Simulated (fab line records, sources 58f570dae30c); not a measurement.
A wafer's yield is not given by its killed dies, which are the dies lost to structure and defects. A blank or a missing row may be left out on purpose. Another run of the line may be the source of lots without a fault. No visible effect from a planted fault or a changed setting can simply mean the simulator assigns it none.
fab line records    flow berkeley-cmos170
record: lots: 5  wafers: 23
route steps=331 shown PSD@178 SILICIDE@211 CONTACT@217 M1@242 M2@272
start-h: start of the lot's first displayed wafer, in hours after the record's first day    wait-h: hours elapsed since this lot's preceding step    " identical to the entry in the row above    L1.1+2: a single row standing in for several wafers    - no value present, or no start provided    * or withheld: withheld    < > ~ a bound
route shown NAME@n: names a module that has steps shown in the file, with the first one's number in the route    usual: mean/standard deviation of fault-free wafers    same: alike in all rows    chamber/n: place in a boat    sites: readings site by site    _std_site: their standard deviation    _edge_site: outer sites' mean less inner sites'    radius-mm: for every site, how far away it sits from the centre of the wafer    mask NAME#n: copy n    behind: the tool/chamber that last shaped the wafer    hold: why the lot went on hold/how many hours it stayed there/how the hold came to an end    device: which transistor (n, p or np) failed to switch    end of line: the tests these same wafers got at the end of their route    a step given without rows: its recipe and nothing more    killed: the dies lost at the first sort to structure and to defects; this is not the yield of the wafer    map: the dies of a wafer, with x for killed, . for not killed, _ for no die there
set.NAME: the run value of the setting; set.NAME@STEP: its run value at that earlier step    model.NAME: the simulator's own value behind a step, which no gauge read
lots run with intentionally changed settings; tables by step, rows by wafer
== steps ==
step: UCB170_PSD_EXPOSE_03
recipe: mask-id: PSELECT_MOD  na: 0.5  sigma-outer: 0.6  source-shape: conventional  target-cd-nm: 1200  dose-mj: 30
lot.wafer       tool            chamber  start-h  wait-h  mask           set.dose-mj
L074.1+2+4+5+6  krf-scanner-02  0        144.64   0.2     PSELECT_MOD#0  30
L076.1+2+3+4+6  krf-scanner-01  0        152.68   0.2     PSELECT_MOD#0  30
L081.1+6        krf-scanner-01  0        156.79   0.3     PSELECT_MOD#0  32.01
L081.2+3+5      "               0        "        "       PSELECT_MOD#0  30
L082.1+2+4      krf-scanner-01  0        166.30   0.1     PSELECT_MOD#0  30
L084.1+3        krf-scanner-02  0        168.10   0.1     PSELECT_MOD#0  30.63
L084.4+5+6      "               0        "        "       PSELECT_MOD#0  30
step: UCB170_PSD_PEB_04
recipe: peb-temp-c: 130  peb-time-s: withheld  resist: KrF
step: UCB170_PSD_DEVELOP_05
recipe: developer: TMAH  develop-time-s: 45  resist: KrF  dev-temp-c: 21
step: UCB170_PSD_CD_MEAS_06
recipe: target-cd-nm: 1200
usual: cd-nm: 1199.1/1.1
lot.wafer  tool       chamber  start-h  wait-h  set.dose-mj@PSD_EXPOSE_03  cd-nm
L074.1     cd-sem-02  -        145.25   -       30                         1198.3
L074.2     "          -        "        "       30                         1199.2
L074.4     "          -        "        "       30                         1199.4
L074.5     "          -        "        "       30                         1198.8
L074.6     "          -        "        "       30                         1199.5
L076.1     cd-sem-01  -        153.07   -       30                         1199.5
L076.2     "          -        "        "       30                         1198.6
L076.3     "          -        "        "       30                         1198.9
L076.4     "          -        "        "       30                         1199.0
L076.6     "          -        "        "       30                         1199.2
L081.1     cd-sem-01  -        157.36   -       32.01                      1211.9
L081.2     "          -        "        "       30                         1199.1
L081.3     "          -        "        "       30                         1200.0
L081.5     "          -        "        "       30                         1199.2
L081.6     "          -        "        "       32.01                      1210.5
L082.1     cd-sem-02  -        167.06   -       30                         1198.2
L082.2     "          -        "        "       30                         1197.4
L082.4     "          -        "        "       30                         1197.1
L084.1     cd-sem-02  -        169.08   -       30.63                      1203.9
L084.3     "          -        "        "       30.63                      1203.1
L084.4     "          -        "        "       30                         1200.4
L084.5     "          -        "        "       30                         1201.0
L084.6     "          -        "        "       30                         1201.6
step: UCB170_SILICIDE_SPUTTER_01
recipe: material: Ti  target-thk-nm: 30  time-s: 25  power-w: 1500  chamber-pressure-pa: 0.5
lot.wafer  tool            chamber  start-h  wait-h  set.time-s  model.Ti_of_SILICIDE_SPUTTER_01.thk-nm
L074.1     pvd-sputter-03  -        150.63   0.0     27.91       33.7
L074.2     "               -        "        "       25          29.95
L074.4     "               -        "        "       25          30.63
L074.5     "               -        "        "       25          30.28
L074.6     "               -        "        "       27.91       33.8
L076.1     pvd-sputter-04  -        158.07   0.0     27.51       33.27
L076.2     "               -        "        "       25          30.01
L076.3     "               -        "        "       25          29.64
L076.4     "               -        "        "       27.51       33.03
L076.6     "               -        "        "       27.51       32.46
L081.1     pvd-sputter-04  -        161.42   0.0     25          30.3
L081.2     "               -        "        "       25          30.04
L081.3     "               -        "        "       25          29.65
L081.5     "               -        "        "       25          30.4
L081.6     "               -        "        "       25          30.17
L082.1     pvd-sputter-04  -        171.38   0.0     25          29.46
L082.2     "               -        "        "       25          30.3
L082.4     "               -        "        "       25          30.1
L084.1     pvd-sputter-04  -        173.43   0.0     28.45       34.36
L084.3     "               -        "        "       25          29.81
L084.4     "               -        "        "       25          30.16
L084.5     "               -        "        "       28.45       34.58
L084.6     "               -        "        "       28.45       34.01
step: UCB170_SILICIDE_RS_MEAS_02
recipe: thk-meas-gauge: four-point-probe  reads: Ti_of_SILICIDE_SPUTTER_01
usual: SILICIDE_TI_RS: 26.2/0.38
lot.wafer  tool           chamber  start-h  wait-h  set.time-s@SILICIDE_SPUTTER_01  SILICIDE_TI_RS[ohm/sq]
L074.1     film-metro-03  -        150.66   0.0     27.91                           22.8
L074.2     "              -        "        "       25                              26.2
L074.4     "              -        "        "       25                              25.5
L074.5     "              -        "        "       25                              25.8
L074.6     "              -        "        "       27.91                           22.7
L076.1     film-metro-02  -        158.10   0.0     27.51                           23.1
L076.2     "              -        "        "       25                              26.1
L076.3     "              -        "        "       25                              26.4
L076.4     "              -        "        "       27.51                           23.3
L076.6     "              -        "        "       27.51                           23.8
L081.1     film-metro-02  -        161.45   0.0     25                              25.8
L081.2     "              -        "        "       25                              26.0
L081.3     "              -        "        "       25                              26.5
L081.5     "              -        "        "       25                              25.7
L081.6     "              -        "        "       25                              26.0
L082.1     film-metro-02  -        171.41   0.0     25                              26.6
L082.2     "              -        "        "       25                              25.8
L082.4     "              -        "        "       25                              26.0
L084.1     film-metro-02  -        173.46   0.0     28.45                           22.3
L084.3     "              -        "        "       25                              26.2
L084.4     "              -        "        "       25                              26.0
L084.5     "              -        "        "       28.45                           22.1
L084.6     "              -        "        "       28.45                           22.5
step: UCB170_SILICIDE_THK_MEAS_03
recipe: thk-meas-gauge: xrf  reads: Ti_of_SILICIDE_SPUTTER_01
usual: SILICIDE_TI_THK: 30.2/0.41
lot.wafer  tool           chamber  start-h  wait-h  set.time-s@SILICIDE_SPUTTER_01  SILICIDE_TI_THK[nm]
L074.1     film-metro-03  -        150.78   0.1     27.91                           34.0
L074.2     "              -        "        "       25                              30.1
L074.4     "              -        "        "       25                              30.8
L074.5     "              -        "        "       25                              30.5
L074.6     "              -        "        "       27.91                           33.9
L076.1     film-metro-02  -        158.22   0.1     27.51                           33.8
L076.2     "              -        "        "       25                              30.5
L076.3     "              -        "        "       25                              29.9
L076.4     "              -        "        "       27.51                           33.4
L076.6     "              -        "        "       27.51                           32.8
L081.1     film-metro-02  -        161.57   0.1     25                              30.6
L081.2     "              -        "        "       25                              30.5
L081.3     "              -        "        "       25                              29.9
L081.5     "              -        "        "       25                              30.8
L081.6     "              -        "        "       25                              30.6
L082.1     film-metro-02  -        171.53   0.1     25                              29.7
L082.2     "              -        "        "       25                              30.6
L082.4     "              -        "        "       25                              30.4
L084.1     film-metro-02  -        173.58   0.1     28.45                           34.6
L084.3     "              -        "        "       25                              30.0
L084.4     "              -        "        "       25                              30.5
L084.5     "              -        "        "       28.45                           34.8
L084.6     "              -        "        "       28.45                           34.2
step: UCB170_CONTACT_CVD_01
recipe: material: PSG  target-thk-nm: 700  temp-c: 450  precursor: SiH4/O2/PH3  time-s: 2820  pressure-mtorr: 300  sih4-flow-sccm: 60  o2-flow-sccm: 90  ph3-flow-sccm: 25
lot.wafer  tool      chamber  start-h  wait-h  set.pressure-mtorr  model.PSG_of_CONTACT_CVD_01.thk-nm
L074.1     -         -        -        1.1     265.2               657.6
L074.2+5   "         -        "        "       265.2               665.1
L074.4     "         -        "        "       265.2               667.9
L074.6     "         -        "        "       265.2               661.5
L076.1     -         -        -        0.0     288.1               685.4
L076.2     "         -        "        "       288.1               689.7
L076.3     "         -        "        "       288.1               690.3
L076.4     "         -        "        "       288.1               683.9
L076.6     "         -        "        "       288.1               689.2
L081.1     -         -        -        0.1     300                 715.5
L081.2     "         -        "        "       300                 716.2
L081.3     "         -        "        "       300                 704.9
L081.5     "         -        "        "       300                 711.9
L081.6     "         -        "        "       300                 709
L082.1     lpcvd-02  0        171.86   0.0     300                 698.4
L082.2     "         0        "        "       300                 707.1
L082.4     "         0        "        "       300                 703.8
L084.1     -         -        -        0.6     333.2               732.9
L084.3     "         -        "        "       333.2               732.3
L084.4     "         -        "        "       333.2               730.6
L084.5     "         -        "        "       333.2               731
L084.6     "         -        "        "       333.2               737.1
step: UCB170_CONTACT_THK_MEAS_02
recipe: reads: PSG_of_CONTACT_CVD_01
usual: CONTACT_PSG_THK: 701/5.3
lot.wafer  tool           chamber  start-h  wait-h  set.pressure-mtorr@CONTACT_CVD_01  CONTACT_PSG_THK[nm]
L074.1     film-metro-01  -        -        -       265.2                              658
L074.2     "              -        "        "       265.2                              665
L074.4     "              -        "        "       265.2                              668
L074.5     "              -        "        "       265.2                              665
L074.6     "              -        "        "       265.2                              661
L076.1     film-metro-01  -        -        -       288.1                              685
L076.2     "              -        "        "       288.1                              690
L076.3     "              -        "        "       288.1                              690
L076.4     "              -        "        "       288.1                              684
L076.6     "              -        "        "       288.1                              689
L081.1     film-metro-04  -        -        -       300                                715
L081.2     "              -        "        "       300                                716
L081.3     "              -        "        "       300                                705
L081.5     "              -        "        "       300                                712
L081.6     "              -        "        "       300                                709
L082.1     film-metro-04  -        173.64   0.0     300                                698
L082.2     "              -        "        "       300                                707
L082.4     "              -        "        "       300                                704
L084.1     film-metro-01  -        -        -       333.2                              733
L084.3     "              -        "        "       333.2                              733
L084.4     "              -        "        "       333.2                              730
L084.5     "              -        "        "       333.2                              730
L084.6     "              -        "        "       333.2                              737
step: UCB170_M1_COAT_04
recipe: resist: KrF  spin-rpm: 1500  resist-thk-nm: 900
lot.wafer  tool            chamber  start-h  wait-h  set.spin-rpm  model.KrF_of_M1_COAT_04.thk-nm
L074.1     litho-track-02  0        -        -       1500          897.8
L074.2     "               0        "        "       1571          875.8
L074.4     "               0        "        "       1571          880.5
L074.5     "               0        "        "       1500          896
L074.6     "               0        "        "       1500          895.8
L076.1     litho-track-02  0        -        -       1500          898.7
L076.2     "               0        "        "       1423          924.6
L076.3     "               0        "        "       1423          922.9
L076.4     "               0        "        "       1500          900.9
L076.6     "               0        "        "       1423          921.6
L081.1     litho-track-02  0        -        -       1570          879.3
L081.2     "               0        "        "       1570          877
L081.3     "               0        "        "       1570          880.7
L081.5     "               0        "        "       1500          899.3
L081.6     "               0        "        "       1500          898.4
L082.1+4   litho-track-04  0        -        -       1500          900.2
L082.2     "               0        "        "       1500          898.2
L084.1     litho-track-04  0        -        -       1409          930.2
L084.3     "               0        "        "       1500          903.2
L084.4     "               0        "        "       1409          931.6
L084.5     "               0        "        "       1500          900.8
L084.6     "               0        "        "       1500          901.4
step: UCB170_M2_SPUTTER_01
recipe: material: Al  target-thk-nm: 900  time-s: 120  power-w: 6000  chamber-pressure-pa: 0.5
lot.wafer  tool            chamber  start-h  wait-h  set.power-w  model.Al_of_M2_SPUTTER_01.thk-nm
L074.1     pvd-sputter-03  -        165.99   0.0     5747         871.1
L074.2     "               -        "        "       5747         889.6
L074.4     "               -        "        "       6000         905.8
L074.5     "               -        "        "       6000         909.9
L074.6     "               -        "        "       5747         869.2
L076.1     pvd-sputter-03  -        172.66   0.0     6000         900.2
L076.2     "               -        "        "       6000         903.5
L076.3     "               -        "        "       6000         910.2
L076.4     "               -        "        "       6000         915.3
L076.6     "               -        "        "       6000         921.9
L081.1     pvd-sputter-03  -        179.55   0.0     6000         908.1
L081.2     "               -        "        "       6000         892.3
L081.3     "               -        "        "       5426         815
L081.5     "               -        "        "       5426         808.4
L081.6     "               -        "        "       6000         901.4
L082.1     pvd-sputter-03  -        185.05   0.0     6000         899.7
L082.2     "               -        "        "       6000         913.7
L082.4     "               -        "        "       6000         900
L084.1     pvd-sputter-01  -        190.19   0.0     6000         912.1
L084.3     "               -        "        "       6000         898.3
L084.4     "               -        "        "       6000         910.9
L084.5     "               -        "        "       6000         883
L084.6     "               -        "        "       6000         906.7
step: UCB170_M2_RS_MEAS_02
recipe: thk-meas-gauge: four-point-probe  reads: Al_of_M2_SPUTTER_01
usual: M2_AL_RS: 0.0320/0.00041
lot.wafer  tool           chamber  start-h  wait-h  set.power-w@M2_SPUTTER_01  M2_AL_RS[ohm/sq]
L074.1     film-metro-03  -        166.07   0.0     5747                       0.0332
L074.2     "              -        "        "       5747                       0.0326
L074.4     "              -        "        "       6000                       0.0319
L074.5     "              -        "        "       6000                       0.0318
L074.6     "              -        "        "       5747                       0.0333
L076.1     film-metro-02  -        172.74   0.0     6000                       0.0321
L076.2     "              -        "        "       6000                       0.0321
L076.3     "              -        "        "       6000                       0.0318
L076.4     "              -        "        "       6000                       0.0316
L076.6     "              -        "        "       6000                       0.0313
L081.1     film-metro-02  -        179.63   0.0     6000                       0.0319
L081.2     "              -        "        "       6000                       0.0324
L081.3     "              -        "        "       5426                       0.0355
L081.5     "              -        "        "       5426                       0.0358
L081.6     "              -        "        "       6000                       0.0321
L082.1     film-metro-02  -        185.13   0.0     6000                       0.0321
L082.2     "              -        "        "       6000                       0.0316
L082.4     "              -        "        "       6000                       0.0322
L084.1     film-metro-03  -        190.27   0.0     6000                       0.0317
L084.3     "              -        "        "       6000                       0.0323
L084.4     "              -        "        "       6000                       0.0318
L084.5     "              -        "        "       6000                       0.0328
L084.6     "              -        "        "       6000                       0.0319
step: UCB170_M2_THK_MEAS_03
recipe: thk-meas-gauge: xrf  reads: Al_of_M2_SPUTTER_01
usual: M2_AL_THK: 923/12
lot.wafer  tool           chamber  start-h  wait-h  set.power-w@M2_SPUTTER_01  M2_AL_THK[nm]
L074.1     film-metro-03  -        166.19   0.1     5747                       890
L074.2     "              -        "        "       5747                       909
L074.4     "              -        "        "       6000                       924
L074.5     "              -        "        "       6000                       927
L074.6     "              -        "        "       5747                       885
L076.1     film-metro-02  -        172.86   0.1     6000                       917
L076.2     "              -        "        "       6000                       921
L076.3     "              -        "        "       6000                       927
L076.4     "              -        "        "       6000                       931
L076.6     "              -        "        "       6000                       938
L081.1     film-metro-02  -        179.75   0.1     6000                       922
L081.2     "              -        "        "       6000                       909
L081.3     "              -        "        "       5426                       832
L081.5     "              -        "        "       5426                       819
L081.6     "              -        "        "       6000                       918
L082.1     film-metro-02  -        185.25   0.1     6000                       921
L082.2     "              -        "        "       6000                       929
L082.4     "              -        "        "       6000                       915
L084.1     film-metro-03  -        190.39   0.1     6000                       934
L084.3     "              -        "        "       6000                       919
L084.4     "              -        "        "       6000                       936
L084.5     "              -        "        "       6000                       902
L084.6     "              -        "        "       6000                       926
== key ==
split: step: UCB170_PSD_EXPOSE_03  setting: dose-mj  stated: 30  by: wafer
response: step: UCB170_PSD_CD_MEAS_06  reading: cd-nm  change: +1.71  per: 1%  r: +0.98
split: step: UCB170_SILICIDE_SPUTTER_01  setting: time-s  stated: 25  by: wafer
response: step: UCB170_SILICIDE_SPUTTER_01  reading: model.Ti_of_SILICIDE_SPUTTER_01.thk-nm  change: +0.307  per: 1%  r: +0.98
response: step: UCB170_SILICIDE_RS_MEAS_02  reading: SILICIDE_TI_RS  change: -0.274  per: 1%  r: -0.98
response: step: UCB170_SILICIDE_THK_MEAS_03  reading: SILICIDE_TI_THK  change: +0.307  per: 1%  r: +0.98
split: step: UCB170_CONTACT_CVD_01  setting: pressure-mtorr  stated: 300  by: lot
response: step: UCB170_CONTACT_CVD_01  reading: model.PSG_of_CONTACT_CVD_01.thk-nm  change: +3.1  per: 1%  r: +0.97
response: step: UCB170_CONTACT_THK_MEAS_02  reading: CONTACT_PSG_THK  change: +3.1  per: 1%  r: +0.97
split: step: UCB170_M1_COAT_04  setting: spin-rpm  stated: 1500  by: wafer
response: step: UCB170_M1_COAT_04  reading: model.KrF_of_M1_COAT_04.thk-nm  change: -4.43  per: 1%  r: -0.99
split: step: UCB170_M2_SPUTTER_01  setting: power-w  stated: 6000  by: wafer
response: step: UCB170_M2_SPUTTER_01  reading: model.Al_of_M2_SPUTTER_01.thk-nm  change: +8.98  per: 1%  r: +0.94
response: step: UCB170_M2_RS_MEAS_02  reading: M2_AL_RS  change: -0.000356  per: 1%  r: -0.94
response: step: UCB170_M2_THK_MEAS_03  reading: M2_AL_THK  change: +9.18  per: 1%  r: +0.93
